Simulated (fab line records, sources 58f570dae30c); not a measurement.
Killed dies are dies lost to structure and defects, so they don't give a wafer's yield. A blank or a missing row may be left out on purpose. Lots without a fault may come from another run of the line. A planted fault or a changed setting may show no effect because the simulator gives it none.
fab line records | flow berkeley_cmos170
record lots=5 wafers=23
route steps=331 shown M2@284 M3@310
start_h: hours from the record's first day to the start of the lot's first wafer shown | wait_h: hours since the lot's step before | " the same as in the row above | L1.1+2: a row that stands for several wafers | - no value, or no start given | * or withheld: withheld | < > ~ a bound
route shown NAME@n: a module of which the file shows steps, and the number in the route of the first | usual: mean/standard deviation of fault-free wafers | same: alike in all rows | chamber/n: place in a boat | sites: the reading at each site | _std_site: their standard deviation | _edge_site: outer sites' mean less inner sites' | radius_mm: how far each site lies from the wafer's centre | mask NAME#n: copy n | behind: the tool/chamber that last shaped the wafer | hold: why the lot was held/for how many hours/how that ended | device: the transistor (n, p or np) that didn't switch | end of line: the same wafers' tests at the end of the route | a step without rows: its recipe alone | killed: dies lost to structure and defects at the first sort, not the wafer's yield | map: a wafer's dies, x killed, . not, _ none there
set.NAME: the setting as run; set.NAME@STEP: as run at that earlier step | model.NAME: the simulator's own value behind a step, which no gauge read
lots whose settings were changed on purpose; a table a step, a row a wafer
## steps
# step UCB170_M2_PEB_13
# recipe peb_temp_c=130 peb_time_s=withheld resist=KrF
# columns lot.wafer tool chamber start_h wait_h set.peb_temp_c
L075.1+2+5 litho_track-04 0 195.93 0.5 130
L075.4+6 " 0 " " 132.8
L074.1+2+4+5+6 litho_track-04 0 196.20 0.6 130
L080.1+4+6 litho_track-03 0 224.04 0.1 130
L083.2+3 litho_track-03 0 236.30 0.1 132.5
L083.4+5+6 " 0 " " 130
L082.1+5+6 litho_track-01 0 241.12 0.5 130
L082.3+4 " 0 " " 126.5
# step UCB170_M2_DEVELOP_14
# recipe developer=TMAH develop_time_s=45 resist=KrF dev_temp_c=21
# step UCB170_M2_CD_MEAS_15
# recipe target_cd_nm=700
# usual cd_nm=700.0/1
# columns lot.wafer tool chamber start_h wait_h set.peb_temp_c@M2_PEB_13 cd_nm
L075.1 cd_sem-02 - 196.20 - 130 699.0
L075.2 " - " " 130 699.8
L075.4 " - " " 132.8 683.8
L075.5 " - " " 130 699.8
L075.6 " - " " 132.8 682.8
L074.1 cd_sem-01 - 196.48 - 130 697.3
L074.2 " - " " 130 697.4
L074.4 " - " " 130 698.6
L074.5 " - " " 130 698.8
L074.6 " - " " 130 699.0
L080.1 cd_sem-02 - 224.31 - 130 700.6
L080.4 " - " " 130 699.1
L080.6 " - " " 130 699.0
L083.2 cd_sem-01 - 236.57 - 132.5 686.6
L083.3 " - " " 132.5 685.9
L083.4 " - " " 130 700.5
L083.5 " - " " 130 700.0
L083.6 " - " " 130 701.0
L082.1 cd_sem-02 - 241.40 - 130 700.5
L082.3 " - " " 126.5 728.5
L082.4 " - " " 126.5 727.3
L082.5 " - " " 130 700.2
L082.6 " - " " 130 699.8
# step UCB170_M2_ETCH_17
# recipe chemistry=N2/H2 target_depth_a=withheld overetch_a=withheld target=BARC time_s=withheld source_w=500 bias_w=100 pressure_mtorr=30 n2_flow_sccm=100 h2_flow_sccm=200
# columns lot.wafer tool chamber start_h wait_h set.peb_temp_c@M2_PEB_13 model.M2.cd_nm
L075.1 rie_diel-02 0 196.36 0.0 130 698.8
L075.2 " 1 " " 130 699.9
L075.4 " 3 " " 132.8 684.1
L075.5 " 1 " " 130 699.5
L075.6 " 2 " " 132.8 683.2
L074.1 rie_diel-04 3 196.63 0.0 130 697.4
L074.2 " 0 " " 130 698
L074.4 " 1 " " 130 698.6
L074.5 " 0 " " 130 699.1
L074.6 " 3 " " 130 698.9
L080.1 rie_diel-04 1 224.47 0.0 130 700.8
L080.4 " 1 " " 130 699.4
L080.6 " 2 " " 130 698.9
L083.2 rie_diel-04 0 236.70 0.0 132.5 686.7
L083.3 " 2 " " 132.5 685.8
L083.4+5 " 2,0 " " 130 700.7
L083.6 " 1 " " 130 701
L082.1 rie_diel-02 1 241.56 0.0 130 700.8
L082.3 " 3 " " 126.5 728.8
L082.4 " 0 " " 126.5 727.1
L082.5 " 3 " " 130 700.6
L082.6 " 0 " " 130 699.8
# step UCB170_M2_METAL_ETCH_18
# recipe chemistry=Cl2/BCl3 target=Al stop_on=SiO2 pressure_mtorr=12 target_depth_a=11700 over_etch_frac=0.3 time_s=195 icp_w=600 bias_w=120 Cl2_flow_sccm=90 bcl3_flow_sccm=45
# usual oes_product_au=0.844/0.012
# columns lot.wafer tool chamber start_h wait_h set.time_s@M2_SPUTTER_01 set.peb_temp_c@M2_PEB_13 oes_product_au model.M2.cd_nm
L075.1 rie_metal-01 1 196.40 - 120 130 0.843 696.1
L075.2 " 1 " " 120 130 0.842 694.3
L075.4 " 1 " " 120 132.8 0.853 678.5
L075.5 " 1 " " 132.5 130 0.893 692.8
L075.6 " 1 " " 132.5 132.8 0.895 678.4
L074.1 rie_metal-01 1 196.77 - 120 130 0.848 694.4
L074.2 " 1 " " 120 130 0.845 696.6
L074.4 " 1 " " 120 130 0.849 697.2
L074.5 " 1 " " 120 130 0.843 697.1
L074.6 " 1 " " 120 130 0.852 700.1
L080.1 rie_metal-03 0 224.51 - 120 130 0.853 700.8
L080.4 " 0 " " 120 130 0.841 700.9
L080.6 " 0 " " 120 130 0.838 703.9
L083.2 rie_metal-04 1 236.75 - 120 132.5 0.826 689
L083.3 " 1 " " 120 132.5 0.826 689.2
L083.4 " 0 " " 120 130 0.831 698.6
L083.5 " 1 " " 120 130 0.825 702.1
L083.6 " 0 " " 120 130 0.826 700.4
L082.1 rie_metal-01 1 241.60 - 120 130 0.854 699.5
L082.3 " 1 " " 120 126.5 0.858 730.4
L082.4 " 1 " " 120 126.5 0.859 727.6
L082.5 " 1 " " 125.6 130 0.881 701.2
L082.6 " 1 " " 125.6 130 0.881 700.1
# step UCB170_M2_STRIP_19
# recipe chemistry=O2 power_w=400 pressure_mtorr=3500 platen_temp_c=withheld o2_flow_sccm=400 overash_fraction=0.5
# step UCB170_M2_CD_MEAS_90
# recipe target_cd_nm=700
# usual cd_nm=700/3.2
# columns lot.wafer tool chamber start_h wait_h set.peb_temp_c@M2_PEB_13 cd_nm
L075.1 cd_sem-02 - 196.87 0.1 130 696
L075.2 " - " " 130 695
L075.4 " - " " 132.8 678
L075.5 " - " " 130 693
L075.6 " - " " 132.8 678
L074.1 cd_sem-01 - 197.25 0.1 130 695
L074.2 " - " " 130 697
L074.4 " - " " 130 697
L074.5 " - " " 130 697
L074.6 " - " " 130 701
L080.1 cd_sem-02 - 224.98 0.1 130 701
L080.4 " - " " 130 702
L080.6 " - " " 130 704
L083.2 cd_sem-01 - 237.05 0.1 132.5 689
L083.3 " - " " 132.5 689
L083.4 " - " " 130 698
L083.5 " - " " 130 702
L083.6 " - " " 130 700
L082.1 cd_sem-01 - 242.07 0.1 130 700
L082.3 " - " " 126.5 731
L082.4 " - " " 126.5 727
L082.5 " - " " 130 701
L082.6 " - " " 130 700
# step UCB170_M3_SPUTTER_01
# recipe material=Al target_thk_nm=900 time_s=120 power_w=6000 chamber_pressure_pa=0.5
# columns lot.wafer tool chamber start_h wait_h set.power_w model.Al_of_M3_SPUTTER_01.thk_nm
L075.1 pvd_sputter-02 - 199.90 0.0 6000 893
L075.2 " - " " 6000 893.6
L075.4 " - " " 6000 892
L075.5 " - " " 6000 895.6
L075.6 " - " " 6000 891.5
L074.1 pvd_sputter-04 - 200.23 0.0 6325 946.2
L074.2 " - " " 6000 894.9
L074.4 " - " " 6000 887.6
L074.5 " - " " 6000 898.6
L074.6 " - " " 6325 942.7
L080.1 pvd_sputter-02 - 228.18 0.0 6000 892.1
L080.4 " - " " 6000 901.7
L080.6 " - " " 6000 893.4
L083.2 pvd_sputter-04 - 240.40 0.0 6000 889.1
L083.3 " - " " 5554 820.5
L083.4 " - " " 5554 827.9
L083.5 " - " " 6000 881.1
L083.6 " - " " 5554 826.1
L082.1 pvd_sputter-02 - 246.41 0.0 5641 848.7
L082.3 " - " " 5641 844
L082.4 " - " " 6000 905.8
L082.5 " - " " 6000 900.5
L082.6 " - " " 5641 855.1
# step UCB170_M3_RS_MEAS_02
# recipe thk_meas_gauge=four-point-probe reads=Al_of_M3_SPUTTER_01
# usual M3_AL_RS=0.03224/0.00027
# columns lot.wafer tool chamber start_h wait_h set.power_w@M3_SPUTTER_01 M3_AL_RS[ohm/sq]
L075.1 film_metro-02 - 199.98 0.0 6000 0.03246
L075.2 " - " " 6000 0.03241
L075.4 " - " " 6000 0.03259
L075.5 " - " " 6000 0.03238
L075.6 " - " " 6000 0.03254
L074.1 film_metro-02 - 200.32 0.0 6325 0.03058
L074.2 " - " " 6000 0.03233
L074.4 " - " " 6000 0.03266
L074.5 " - " " 6000 0.03224
L074.6 " - " " 6325 0.03068
L080.1 film_metro-03 - 228.27 0.0 6000 0.03248
L080.4 " - " " 6000 0.03204
L080.6 " - " " 6000 0.03237
L083.2 film_metro-01 - 240.50 0.1 6000 0.03254
L083.3 " - " " 5554 0.03542
L083.4 " - " " 5554 0.035
L083.5 " - " " 6000 0.03289
L083.6 " - " " 5554 0.03512
L082.1 film_metro-03 - 246.49 0.0 5641 0.03421
L082.3 " - " " 5641 0.03427
L082.4 " - " " 6000 0.03199
L082.5 " - " " 6000 0.03212
L082.6 " - " " 5641 0.03386
# step UCB170_M3_THK_MEAS_03
# recipe thk_meas_gauge=xrf reads=Al_of_M3_SPUTTER_01
# usual M3_AL_THK=900/7.6
# columns lot.wafer tool chamber start_h wait_h set.power_w@M3_SPUTTER_01 M3_AL_THK[nm]
L075.1 film_metro-02 - 200.10 0.1 6000 899
L075.2 " - " " 6000 896
L075.4 " - " " 6000 899
L075.5 " - " " 6000 910
L075.6 " - " " 6000 898
L074.1 film_metro-02 - 200.44 0.1 6325 953
L074.2 " - " " 6000 906
L074.4 " - " " 6000 895
L074.5 " - " " 6000 906
L074.6 " - " " 6325 946
L080.1 film_metro-03 - 228.39 0.1 6000 889
L080.4 " - " " 6000 901
L080.6 " - " " 6000 894
L083.2 film_metro-01 - 240.61 0.1 6000 897
L083.3 " - " " 5554 825
L083.4 " - " " 5554 832
L083.5 " - " " 6000 883
L083.6 " - " " 5554 830
L082.1 film_metro-03 - 246.61 0.1 5641 846
L082.3 " - " " 5641 842
L082.4 " - " " 6000 900
L082.5 " - " " 6000 896
L082.6 " - " " 5641 849
# step UCB170_M3_EXPOSE_12
# recipe mask_id=METAL3 target_cd_nm=700 na=0.5 sigma_outer=0.6 source_shape=conventional dose_mj=26
# columns lot.wafer tool chamber start_h wait_h mask set.dose_mj
L075.1+4+5 krf_scanner-01 0 201.34 - METAL3#0 24.48
L075.2+6 " 0 " " METAL3#0 26
L074.1+2+4+5+6 krf_scanner-02 0 201.80 - METAL3#0 26
L080.1+4+6 krf_scanner-02 0 230.09 - METAL3#0 26
L083.2+6 krf_scanner-02 0 243.62 - METAL3#0 26
L083.3+4+5 " 0 " " METAL3#0 25.25
L082.1+3 krf_scanner-02 0 248.79 - METAL3#0 26.74
L082.4+5+6 " 0 " " METAL3#0 26
# step UCB170_M3_PEB_13
# recipe peb_temp_c=130 peb_time_s=withheld resist=KrF
# step UCB170_M3_DEVELOP_14
# recipe developer=TMAH develop_time_s=45 resist=KrF dev_temp_c=21
# step UCB170_M3_CD_MEAS_15
# recipe target_cd_nm=700
# usual cd_nm=699.5/1.3
# columns lot.wafer tool chamber start_h wait_h set.dose_mj@M3_EXPOSE_12 cd_nm
L075.1 cd_sem-02 - 201.73 - 24.48 710.9
L075.2 " - " " 26 700.6
L075.4 " - " " 24.48 711.1
L075.5 " - " " 24.48 713.7
L075.6 " - " " 26 699.6
L074.1 cd_sem-01 - 202.19 - 26 699.6
L074.2 " - " " 26 697.8
L074.4 " - " " 26 698.4
L074.5 " - " " 26 698.8
L074.6 " - " " 26 698.7
L080.1 cd_sem-02 - 230.49 - 26 700.7
L080.4 " - " " 26 701.8
L080.6 " - " " 26 699.8
L083.2 cd_sem-01 - 244.79 - 26 700.5
L083.3 " - " " 25.25 705.4
L083.4 " - " " 25.25 706.2
L083.5 " - " " 25.25 705.5
L083.6 " - " " 26 701.9
L082.1 cd_sem-01 - 249.72 - 26.74 693.8
L082.3 " - " " 26.74 693.5
L082.4 " - " " 26 697.6
L082.5 " - " " 26 697.2
L082.6 " - " " 26 696.8
# step UCB170_M3_ETCH_17
# recipe chemistry=N2/H2 target_depth_a=withheld overetch_a=withheld target=BARC time_s=withheld source_w=500 bias_w=100 pressure_mtorr=30 n2_flow_sccm=100 h2_flow_sccm=200
# columns lot.wafer tool chamber start_h wait_h set.dose_mj@M3_EXPOSE_12 model.M3.cd_nm
L075.1 rie_diel-04 3 201.88 0.0 24.48 710.4
L075.2 " 1 " " 26 701
L075.4 " 3 " " 24.48 711.1
L075.5 " 1 " " 24.48 712.9
L075.6 " 0 " " 26 699.3
L074.1 rie_diel-03 0 202.35 0.0 26 699.7
L074.2 " 3 " " 26 697.2
L074.4+6 " 1,0 " " 26 698.8
L074.5 " 1 " " 26 698.7
L080.1 rie_diel-03 3 230.64 0.0 26 700.2
L080.4 " 1 " " 26 702
L080.6 " 0 " " 26 700.5
L083.2+6 rie_diel-04 2 244.93 0.0 26 700.6
L083.3 " 0 " " 25.25 705.4
L083.4 " 1 " " 25.25 706.1
L083.5 " 0 " " 25.25 705.1
L082.1 rie_diel-04 2 249.87 0.0 26.74 693.6
L082.3 " 3 " " 26.74 693.9
L082.4+6 " 0,1 " " 26 697.8
L082.5 " 2 " " 26 697.1
# step UCB170_M3_METAL_ETCH_18
# recipe chemistry=Cl2/BCl3 target=Al stop_on=SiO2 pressure_mtorr=12 target_depth_a=11700 over_etch_frac=0.3 time_s=195 icp_w=600 bias_w=120 Cl2_flow_sccm=90 bcl3_flow_sccm=45
# usual oes_product_au=0.843/0.017
# columns lot.wafer tool chamber start_h wait_h set.over_etch_frac set.power_w@M3_SPUTTER_01 oes_product_au
L075.1 rie_metal-02 1 201.92 - 0.3 6000 0.855
L075.2 " 0 " " 0.3 6000 0.867
L075.4 " 0 " " 0.3 6000 0.871
L075.5 " 0 " " 0.3 6000 0.872
L075.6 " 1 " " 0.3 6000 0.846
L074.1 rie_metal-04 0 202.39 - 0.2175 6325 0.885
L074.2 " 1 " " 0.2175 6000 0.854
L074.4 " 1 " " 0.3 6000 0.829
L074.5 " 0 " " 0.3 6000 0.840
L074.6 " 1 " " 0.2175 6325 0.881
L080.1 rie_metal-02 1 230.68 - 0.3 6000 0.848
L080.4 " 0 " " 0.3 6000 0.873
L080.6 " 0 " " 0.3 6000 0.862
L083.2 rie_metal-02 0 244.97 - 0.2129 6000 0.892
L083.3 " 1 " " 0.3 5554 0.811
L083.4 " 0 " " 0.2129 5554 0.857
L083.5 " 0 " " 0.2129 6000 0.887
L083.6 " 1 " " 0.3 5554 0.814
L082.1 rie_metal-02 1 249.91 - 0.2627 5641 0.832
L082.3 " 1 " " 0.3 5641 0.813
L082.4 " 0 " " 0.2627 6000 0.888
L082.5 " 1 " " 0.2627 6000 0.864
L082.6 " 0 " " 0.3 5641 0.847
# step UCB170_M3_STRIP_19
# recipe chemistry=O2 power_w=400 pressure_mtorr=3500 platen_temp_c=withheld o2_flow_sccm=400 overash_fraction=0.5
# usual oes_product_au=0.542/0.012
# columns lot.wafer tool chamber start_h wait_h set.over_etch_frac@M3_METAL_ETCH_18 oes_product_au
L075.1 plasma_asher-01 0 202.11 0.1 0.3 0.536
L075.2 " 1 " " 0.3 0.535
L075.4 " 0 " " 0.3 0.534
L075.5 " 1 " " 0.3 0.524
L075.6 " 0 " " 0.3 0.540
L074.1 plasma_asher-02 0 202.58 0.1 0.2175 0.586
L074.2 " 1 " " 0.2175 0.585
L074.4 " 1 " " 0.3 0.551
L074.5 " 1 " " 0.3 0.552
L074.6 " 0 " " 0.2175 0.585
L080.1 plasma_asher-01 0 230.87 0.1 0.3 0.531
L080.4 " 1 " " 0.3 0.512
L080.6 " 1 " " 0.3 0.519
L083.2 plasma_asher-01 1 245.16 0.1 0.2129 0.571
L083.3 " 0 " " 0.3 0.543
L083.4 " 1 " " 0.2129 0.578
L083.5 " 0 " " 0.2129 0.584
L083.6 " 1 " " 0.3 0.535
L082.1 plasma_asher-02 1 250.10 0.1 0.2627 0.549
L082.3 " 0 " " 0.3 0.532
L082.4 " 1 " " 0.2627 0.549
L082.5 " 0 " " 0.2627 0.558
L082.6 " 1 " " 0.3 0.529
# step UCB170_M3_CD_MEAS_90
# recipe target_cd_nm=700
# usual cd_nm=699.5/2.2
# columns lot.wafer tool chamber start_h wait_h set.dose_mj@M3_EXPOSE_12 cd_nm
L075.1 cd_sem-02 - 202.21 0.1 24.48 712.9
L075.2 " - " " 26 702.6
L075.4 " - " " 24.48 710.8
L075.5 " - " " 24.48 713.8
L075.6 " - " " 26 700.5
L074.1 cd_sem-01 - 202.68 0.1 26 696.9
L074.2 " - " " 26 698.4
L074.4 " - " " 26 695.6
L074.5 " - " " 26 694.5
L074.6 " - " " 26 699.4
L080.1 cd_sem-02 - 231.02 0.1 26 698.9
L080.4 " - " " 26 702.1
L080.6 " - " " 26 701.0
L083.2 cd_sem-01 - 245.35 0.2 26 702.2
L083.3 " - " " 25.25 705.7
L083.4 " - " " 25.25 708.7
L083.5 " - " " 25.25 707.8
L083.6 " - " " 26 699.6
L082.1 cd_sem-02 - 250.20 0.1 26.74 694.3
L082.3 " - " " 26.74 693.1
L082.4 " - " " 26 695.5
L082.5 " - " " 26 698.6
L082.6 " - " " 26 697.2
## key
split step=UCB170_M2_PEB_13 setting=peb_temp_c stated=130 by=wafer
response step=UCB170_M2_CD_MEAS_15 reading=cd_nm change=-8.79 per=1% r=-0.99
response step=UCB170_M2_ETCH_17 reading=model.M2.cd_nm change=-8.72 per=1% r=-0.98
response step=UCB170_M2_METAL_ETCH_18 reading=model.M2.cd_nm change=-8.56 per=1% r=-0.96
response step=UCB170_M2_CD_MEAS_90 reading=cd_nm change=-8.57 per=1% r=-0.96
split step=UCB170_M3_SPUTTER_01 setting=power_w stated=6000 by=wafer
response step=UCB170_M3_SPUTTER_01 reading=model.Al_of_M3_SPUTTER_01.thk_nm change=+8.68 per=1% r=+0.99
response step=UCB170_M3_RS_MEAS_02 reading=M3_AL_RS change=-0.000335 per=1% r=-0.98
response step=UCB170_M3_THK_MEAS_03 reading=M3_AL_THK change=+8.51 per=1% r=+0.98
response step=UCB170_M3_METAL_ETCH_18 reading=oes_product_au change=+0.008 per=1% r=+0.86
split step=UCB170_M3_EXPOSE_12 setting=dose_mj stated=26 by=wafer
response step=UCB170_M3_CD_MEAS_15 reading=cd_nm change=-1.82 per=1% r=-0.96
response step=UCB170_M3_ETCH_17 reading=model.M3.cd_nm change=-1.8 per=1% r=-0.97
response step=UCB170_M3_CD_MEAS_90 reading=cd_nm change=-1.82 per=1% r=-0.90
split step=UCB170_M3_METAL_ETCH_18 setting=over_etch_frac stated=0.3 by=wafer
response step=UCB170_M3_STRIP_19 reading=oes_product_au change=-0.00133 per=1% r=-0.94
split outside_this_file step=UCB170_M2_SPUTTER_01 setting=time_s
# split outside_this_file: this setting was split too, and the file shows its column; the key of that split is in another file
